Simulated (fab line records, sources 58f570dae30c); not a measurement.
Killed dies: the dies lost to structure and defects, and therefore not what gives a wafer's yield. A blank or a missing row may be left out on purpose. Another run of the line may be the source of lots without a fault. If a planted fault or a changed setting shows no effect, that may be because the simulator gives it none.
Split-lot study -- flow berkeley-cmos170 -- 23 wafers read from 5 lots, route of 331 steps

ABOUT THE SPLIT
At UCB170_ACTIVE_COAT_08 (resist thk 900 nm), the setting resist-thk-nm was moved away from the recipe's 900 nm on 4 of the 23 wafers read, by +2.5% to +4.4%. For the rest of the wafers, this setting stayed at what the recipe calls for.

Between the split and the reading, the file records no step.

THE READING
KrF_of_ACTIVE_COAT_08.thk-nm (the simulator's own value, which no gauge read), in nm, at UCB170_ACTIVE_ETCH_15 (etches Si3N4 in CH3F/Ar/O2, stops on SiO2, target depth 242 nm, time 151 s). There is no usual value for it anywhere in the file. Across the 19 wafers here that went through the recipe, the average is 722.1 nm and the standard deviation 7.9 nm.

wafer,"tool, chamber at the split","resist-thk-nm as run, nm",against the recipe,"KrF_of_ACTIVE_COAT_08.thk-nm, nm",against lot-mates on the recipe
L074.1,"litho-track-01, 0",922.2,+2.5%,753.5,+23.7
L074.2,"litho-track-01, 0",900,recipe,728.7,-
L074.4,"litho-track-01, 0",900,recipe,730.1,-
L074.5,"litho-track-01, 0",900,recipe,730.5,-
L074.6,"litho-track-01, 0",922.2,+2.5%,750.3,+20.5
L076.1,"litho-track-01, 0",900,recipe,720.6,-
L076.2,"litho-track-01, 0",900,recipe,715.5,-
L076.3,"litho-track-01, 0",900,recipe,715.4,-
L076.4,"litho-track-01, 0",900,recipe,724.9,-
L076.5,"litho-track-01, 0",900,recipe,729.8,-
L079.1,"litho-track-03, 0",900,recipe,717.3,-
L079.3,"litho-track-03, 0",900,recipe,732.2,-
L079.4,"litho-track-03, 0",900,recipe,727.1,-
L079.5,"litho-track-03, 0",900,recipe,728.5,-
L079.6,"litho-track-03, 0",900,recipe,719.2,-
L081.1,"litho-track-01, 0",900,recipe,726.8,-
L081.4,"litho-track-01, 0",900,recipe,719.8,-
L081.6,"litho-track-01, 0",900,recipe,719.3,-
L083.1,"litho-track-03, 0",939.2,+4.4%,744.6,+33.5
L083.3,"litho-track-03, 0",900,recipe,703.2,-
L083.4,"litho-track-03, 0",939.2,+4.4%,765.6,+54.5
L083.5,"litho-track-03, 0",900,recipe,706.3,-
L083.6,"litho-track-03, 0",900,recipe,723.8,-

FIT RESULTS
A straight line over all 23 wafers: KrF_of_ACTIVE_COAT_08.thk-nm changes by +8.58 nm for each +1% of resist-thk-nm; r = +0.81; the points scatter about the line by 8.7 nm.
The same after taking each lot's own level away (the mean of its wafers on the recipe; 23 wafers): +9.85 nm for each +1%; r = +0.91; scatter 6.3 nm.
On that fit, the largest move of resist-thk-nm shifts the reading by 43 nm.
From 711.10 to 729.77 nm: that is the span of the lots' own levels, equal to 2.4 times the standard deviation above.
So the lot-to-lot level changes the slope: the two fits differ.
Check: +48.5 nm against its lot-mates is what the line predicts for one of the wafers moved furthest among these (+4.4%) when that wafer is left out of the fit. It came out at +33.5 nm against them.

OTHER SPLITS APPLIED TO THESE WAFERS
These wafers also went through other splits before the reading. Each is held against what the fit with the lots' levels taken away leaves over:
other split on the same wafers,wafers away from the commonest value,r with KrF_of_ACTIVE_COAT_08.thk-nm (lot level and that fit taken away)
UCB170_START_OXIDATION_02 ox-time-s,10,+0.03
UCB170_ZERO_ETCH_06 over-etch-frac,8,-0.22
UCB170_NWELL_CVD_04 temp-c,10,+0.05
UCB170_NWELL_IMPLANT_14 energy-kev,11,+0.05
UCB170_PWELL_COAT_08 spin-rpm,11,+0.05
UCB170_ACTIVE_OXIDATION_02 temp-c,15,-0.04

THE WHOLE CHAIN: every reading that the file lists as answering this split, in the file's order
step,what it does,reading,change (the file's fit),r (the file's)
UCB170_ACTIVE_COAT_08,resist thk 900 nm,"KrF_of_ACTIVE_COAT_08.thk-nm (the simulator's own value, which no gauge read)",+9.18 nm for each +1% of the setting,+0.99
UCB170_ACTIVE_ETCH_15,"etches Si3N4 in CH3F/Ar/O2, stops on SiO2, target depth 242 nm, time 151 s","KrF_of_ACTIVE_COAT_08.thk-nm (the simulator's own value, which no gauge read)",+9.82 nm for each +1% of the setting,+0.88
UCB170_ACTIVE_STRIP_16,strips in O2,strip-time-to-endpoint-s,withheld for each +1% of the setting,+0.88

THE FILE'S OWN FIT
KrF_of_ACTIVE_COAT_08.thk-nm changes by +9.82 nm for each +1% of resist-thk-nm, r = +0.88.
